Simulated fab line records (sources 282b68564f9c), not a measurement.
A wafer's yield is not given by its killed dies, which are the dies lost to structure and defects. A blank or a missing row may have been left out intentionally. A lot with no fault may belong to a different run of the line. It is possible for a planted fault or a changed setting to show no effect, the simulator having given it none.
A lot that was struck, set against a sound lot + flow rit cmos + 27 out of 202 route steps
Sound: wafers L381.2, L381.3, L381.6. The struck wafers were L386.1, L386.4, L386.5. The cause comes at the end.
Per side, at each step with rows, come the tool, then ch with its chambers, and then its first start. Under that, the readings that differ: sound wafers + struck wafers + difference of the means + sigmas: that difference in standard deviations of wafers without a fault.
alike: same words and numbers on both sides, and readings whose means sit less than 2 such deviations apart. not compared: any withheld reading, any reading some wafer has no value for, any bound like >300 that may hide the same value, and any number with overlapping values for which the record gives no deviation.
The two part at a step that has a row with sigmas, a row that says differs or no value, or rows on one side only. Numbers that have no deviation but don't overlap get no sigmas and don't part them. A reading that every wafer of one side lacks parts them only if that side has two wafers or more.

first, 4 steps without rows for these wafers: RIT_CONTACT_SOFTBAKE_04 (time 60 s); RIT_CONTACT_EXPOSE_05 (exposes mask M11, target cd 1000 nm); RIT_CONTACT_PEB_06; RIT_CONTACT_DEVELOP_07 (develop time 120 s).
RIT_CONTACT_CD_MEAS_08: the cd target is 1000 nm.
  struck on cd sem-01, day 5 10:42; sound on cd sem-02, day 4 06:46
  alike: cd nm
RIT_CONTACT_OVL_MEAS_09:
  struck on overlay-02, day 5 10:49; sound on overlay-02, day 4 06:53
  alike: CONTACT_OVL
then, 1 step without rows for these wafers: RIT_CONTACT_HARDBAKE_10 (time 60 s).
RIT_CONTACT_ETCH_11: etches SiO2 in CHF3/CF4/Ar, stops on TiSi2, target depth 480 nm, time 320 s.
  sound on rie diel-01 ch 0,2, day 4 07:04; struck on rie diel-03 ch 0,2, day 5 11:06
| reading                     | sound       | struck      | difference | sigmas |
|-----------------------------|-------------|-------------|------------|--------|
| drypump motor current A (A) | 6.2 6.3 6.3 | 4.9 5.1 5.1 | -1.2       | -2     |
  alike: oes product au, throttle valve pct
  not compared: rf hours counter h
RIT_CONTACT_STRIP_12: strips in O2, time 180 s.
  sound on plasma asher-03 ch 0,1, day 4 07:15; struck on plasma asher-03 ch 0,1, day 5 11:18
  alike: drypump motor current A
  not compared: rf hours counter h
RIT_CONTACT_CD_MEAS_90: the cd target is 1000 nm.
  struck on cd sem-02, day 5 11:28; sound on cd sem-02, day 4 07:27
  alike: cd nm
then, 2 steps without rows for these wafers: RIT_CONTACT_CLEAN_13 (cleans in SC1, time 600 s); RIT_CONTACT_CLEAN_14 (cleans in SC2, time 600 s).
RIT_M1_SPUTTER_00: material Al, target thk 400 nm, time 500 s.
  struck on pvd sputter-04, day 5 11:58; sound on pvd sputter-01, day 4 08:04
| reading                               | sound           | struck            | difference | sigmas |
|---------------------------------------|-----------------|-------------------|------------|--------|
| model.Al_of_M1_SPUTTER_00.thk nm (nm) | 399.1 395 394.6 | 520.9 517.8 514.6 | +121.5     |        |
  alike: throttle valve pct
RIT_M1_RS_MEAS_01: uses a four-point probe to measure.
  struck on film metro-02, day 5 12:15; sound on film metro-04, day 4 08:23
| reading           | sound                | struck               | difference | sigmas |
|-------------------|----------------------|----------------------|------------|--------|
| M1_AL_RS (ohm/sq) | 0.0734 0.0743 0.0745 | 0.0561 0.0564 0.0568 | -0.0176    | -21    |
RIT_M1_THK_MEAS_02: measures by xrf.
  struck on film metro-02, day 5 12:22; sound on film metro-04, day 4 08:30
| reading        | sound       | struck      | difference | sigmas |
|----------------|-------------|-------------|------------|--------|
| M1_AL_THK (nm) | 397 391 391 | 523 519 515 | +126       | +21    |
then, 6 steps without rows for these wafers: RIT_M1_HMDS_03 (prime time 60 s); RIT_M1_COAT_04 (resist thk 1300 nm); RIT_M1_SOFTBAKE_05 (time 60 s); RIT_M1_EXPOSE_06 (exposes mask M12, target cd 2600 nm); RIT_M1_PEB_07; RIT_M1_DEVELOP_08 (develop time 68 s).
RIT_M1_CD_MEAS_09: the cd target is 2600 nm.
  struck on cd sem-01, day 5 13:26; sound on cd sem-02, day 4 09:27
  alike: cd nm
RIT_M1_OVL_MEAS_10:
  struck on overlay-01, day 5 13:34; sound on overlay-01, day 4 09:33
  alike: M1_OVL
then, 1 step without rows for these wafers: RIT_M1_HARDBAKE_11 (time 120 s).
RIT_M1_METAL_ETCH_12: etches Al in Cl2/BCl3, stops on SiO2, time 165 s, target depth 600 nm.
  sound on rie metal-02 ch 1, day 4 09:53; struck on rie metal-04 ch 0,1, day 5 13:50
| reading               | sound             | struck            | difference | sigmas |
|-----------------------|-------------------|-------------------|------------|--------|
| oes product au (a.u.) | 0.789 0.783 0.792 | 0.909 0.917 0.910 | +0.124     | +12    |
  alike: drypump motor current A, throttle valve pct
  not compared: rf hours counter h
then, 1 step without rows for these wafers: RIT_M1_STRIP_13 (strips in nmp, time 600 s).
RIT_M1_PROBE_99:
  struck on prober-01, day 5 16:16; sound on prober-02, day 4 12:30
| reading                                        | sound                       | struck                        | difference | sigmas |
|------------------------------------------------|-----------------------------|-------------------------------|------------|--------|
| model.etest.m1 comb over steps.leak log10 a um | -12.83 -12.66 -12.74        | -9.239 -11.46 -11.55          | +1.994     |        |
| model.etest.ring.quiet log10 a (angstrom)      | -8.002 -7.856 -7.943        | -7.149 -7.682 -7.548          | +0.474     |        |
| model.etest.m1.rs ohm sq                       | 0.07257 0.07359 0.07286     | 0.0553 0.05646 0.05622        | -0.0170    |        |
| model.etest.antenna m1.vt shift v (V)          | -0.01138 -0.00971 -0.008825 | -0.007483 -0.004595 -0.002647 | +0.005063  |        |
  alike: defect limited yield, killed_at_M0_to_M3, killed at contacts, killed at front end, killed dies, killed open, killed short
  not compared: model.etest.tester.sort n pass, model.etest.tester.sort yield pct

## WHERE THEY PART
Last at RIT_M1_METAL_ETCH_12 as far as this record goes, first at RIT_CONTACT_ETCH_11. Later steps at which nothing parts them and some readings are alike: RIT_M1_PROBE_99.

WHY: what had been put in by the simulator
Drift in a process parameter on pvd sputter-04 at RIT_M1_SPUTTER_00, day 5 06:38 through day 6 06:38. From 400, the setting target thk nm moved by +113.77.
